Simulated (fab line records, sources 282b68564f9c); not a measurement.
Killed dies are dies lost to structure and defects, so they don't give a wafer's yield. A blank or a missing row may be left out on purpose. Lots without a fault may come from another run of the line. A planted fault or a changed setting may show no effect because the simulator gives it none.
A struck lot beside a sound one | flow rit_cmos | 36 steps out of a route of 202
Sound: wafers L806.1, L806.3, L806.5. Struck: wafers L817.1, L817.3, L817.6. The cause comes at the end.
At each step with rows: each side's tool, then ch and its chambers, then its first start. Under that, the readings that differ: sound wafers | struck wafers | difference of the means | sigmas: that difference in standard deviations of wafers without a fault.
alike: readings whose means differ by less than 2 such deviations, and words and numbers that are the same on both sides. not compared: withheld readings, readings that some wafer has no value for, bounds like >300 that may hide the same value, and numbers for which the record gives no deviation and whose values overlap.
The two part at a step that has a row with sigmas, a row that says differs or no value, or rows on one side only. Numbers that don't overlap but have no deviation are shown without sigmas and don't part them. A reading that every wafer of one side lacks parts them only if that side has two wafers or more.

first, 9 steps without rows for these wafers: RIT_GATE_EXPOSE_13 (exposes mask M6, target cd 150 nm); RIT_GATE_PEB_14; RIT_GATE_DEVELOP_15 (develop time 50 s); RIT_GATE_HARDBAKE_18 (time 60 s); RIT_GATE_ETCH_19 (etches poly-Si in SF6/CHF3/O2, stops on SiO2, time 165 s, target depth 312.5 nm); RIT_GATE_STRIP_20 (strips in O2, time 180 s); RIT_REOX_CLEAN_00 (cleans in SC1, time 600 s); RIT_REOX_CLEAN_01 (cleans in dHF, time 30 s); RIT_REOX_CLEAN_02 (cleans in SC2, time 600 s).
RIT_REOX_OXIDATION_03: target thk 25.2 nm, ox time 5580 s.
  sound on furnace-02 ch 0, day 2 21:56; struck on furnace-02 ch 0, day 5 03:08
  reading                                     | sound               | struck               | difference | sigmas
  spike_tc_centre_C (C)                       | 903.2 902.6 903.3   | 861.3 861.4 860.9    | -41.8      | -38
  spike_tc_load_C (C)                         | 920 921 920         | 879 878 876          | -43        | -9
  spike_tc_source_C (C)                       | 919.4 918.2 917.8   | 877.7 877.6 877.1    | -41.0      | -14
  tube_center_temp_C (C)                      | 900.1 899.95 899.85 | 859.12 859.24 859.27 | -40.76     | -99 or more
  tube_center_temp_C_max                      | 903.0 902.6 901.7   | 861.5 861.5 861.8    | -40.8      | -99 or more
  zone_power_load_pct (%)                     | 25.4 25.6 25.2      | 23.2 23.5 23.5       | -2.0       | -3
  zone_power_source_pct (%)                   | 24.4 24.3 24.7      | 22.1 22.1 21.7       | -2.5       | -5
  model.SiO2_of_REOX_OXIDATION_03.thk_nm (nm) | 24.84 24.99 24.54   | 16.9 17.36 17.42     | -7.6       |
  model.poly-Si_of_GATE_CVD_08.thk_nm (nm)    | 232.2 231.9 233.1   | 242.2 241.2 240.4    | +8.9       |
  alike: zone_power_centre_pct
RIT_REOX_THK_MEAS_04:
  sound on film_metro-03, day 3 00:29; struck on film_metro-02, day 5 05:41
  reading             | sound          | struck         | difference | sigmas
  REOX_OXIDE_THK (nm) | 24.8 25.0 24.5 | 16.9 17.3 17.5 | -7.5       | -13
then, 18 steps without rows for these wafers: RIT_NLDD_HMDS_00 (prime time 60 s); RIT_NLDD_COAT_01 (resist thk 1000 nm); RIT_NLDD_SOFTBAKE_02 (time 60 s); RIT_NLDD_EXPOSE_03 (exposes mask M7, target cd 40700 nm); RIT_NLDD_PEB_04; RIT_NLDD_DEVELOP_05 (develop time 50 s); RIT_NLDD_HARDBAKE_07 (time 60 s); RIT_NLDD_IMPLANT_08; RIT_NLDD_STRIP_09 (strips in O2, time 180 s); RIT_PLDD_HMDS_00 (prime time 60 s); RIT_PLDD_COAT_01 (resist thk 1000 nm); RIT_PLDD_SOFTBAKE_02 (time 60 s); RIT_PLDD_EXPOSE_03 (exposes mask M8, target cd 40900 nm); RIT_PLDD_PEB_04; RIT_PLDD_DEVELOP_05 (develop time 50 s); RIT_PLDD_HARDBAKE_07 (time 60 s); RIT_PLDD_IMPLANT_08; RIT_PLDD_STRIP_09 (strips in O2, time 180 s).
RIT_SPACER_CLEAN_00: cleans in SC1, time 600 s.
  sound on wet_bench-02 ch 1, day 3 03:40; struck on wet_bench-02 ch 3, day 5 08:56
  reading                                     | sound             | struck            | difference | sigmas
  model.SiO2_of_REOX_OXIDATION_03.thk_nm (nm) | 22.95 23.07 22.67 | 15.58 16.01 16.06 | -7.01      |
then, 4 steps without rows for these wafers: RIT_SPACER_CLEAN_01 (cleans in dHF, time 28.75 s); RIT_SPACER_CLEAN_02 (cleans in SC2, time 600 s); RIT_SPACER_CVD_03 (deposits Si3N4 from SiH2Cl2/NH3, target thk 250 nm, time 3300 s); RIT_SPACER_ETCHBACK_05 (etches Si3N4 in SF6/CHF3, stops on SiO2, target depth 250 nm, time 240 s).
RIT_SDANNEAL_CLEAN_02: cleans in SC2, time 600 s.
  sound on wet_bench-04 ch 2, day 3 09:38; struck on wet_bench-04 ch 0, day 5 14:50
  reading                                  | sound             | struck        | difference | sigmas
  model.poly-Si_of_GATE_CVD_08.thk_nm (nm) | 164.6 161.4 165.5 | 171.2 170 170 | +6.6       |
RIT_M1_PROBE_99:
  sound on prober-01, day 3 17:31; struck on prober-02, day 5 23:37
  reading                             | sound             | struck            | difference | sigmas
  model.etest.pmos_turned.r_on_ohm_um | 3365 3494 3375    | 2750 2741 2827    | -639       |
  model.etest.pmos_0p3.r_on_ohm_um    | 6333 6483 6322    | 5881 5805 5904    | -516       |
  model.etest.pmos_0p15.r_on_ohm_um   | 2702 2796 2764    | 2311 2310 2391    | -417       |
  model.etest.pldd.rs_ohm_sq          | 486.1 493.9 471.8 | 282.9 287.4 286.6 | -198.3     |
  model.etest.nmos_0p15.r_on_ohm_um   | 1078 1125 1080    | 1033 1035 1060    | -52        |
  model.etest.nmos_0p3.r_on_ohm_um    | 2110 2205 2121    | 2082 2072 2098    | -61        |
  model.etest.nldd.rs_ohm_sq          | 371.1 377.4 365.2 | 272.5 276.1 274.6 | -96.8      |
  model.etest.nmos_turned.drive_ua_um | 338.1 328.2 338.8 | 406.9 403.9 401.1 | +68.9      |
  alike: killed_at_contacts, killed_at_front_end, killed_dies, killed_open, killed_short

WHERE THEY PART
First at RIT_REOX_OXIDATION_03; last, within this record, at RIT_REOX_THK_MEAS_04. Later steps at which nothing parts them and some readings are alike: RIT_M1_PROBE_99.

WHY: what the simulator had put in
Process parameter drift: furnace-02, from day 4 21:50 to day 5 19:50, at RIT_REOX_OXIDATION_03. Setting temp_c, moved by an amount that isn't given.
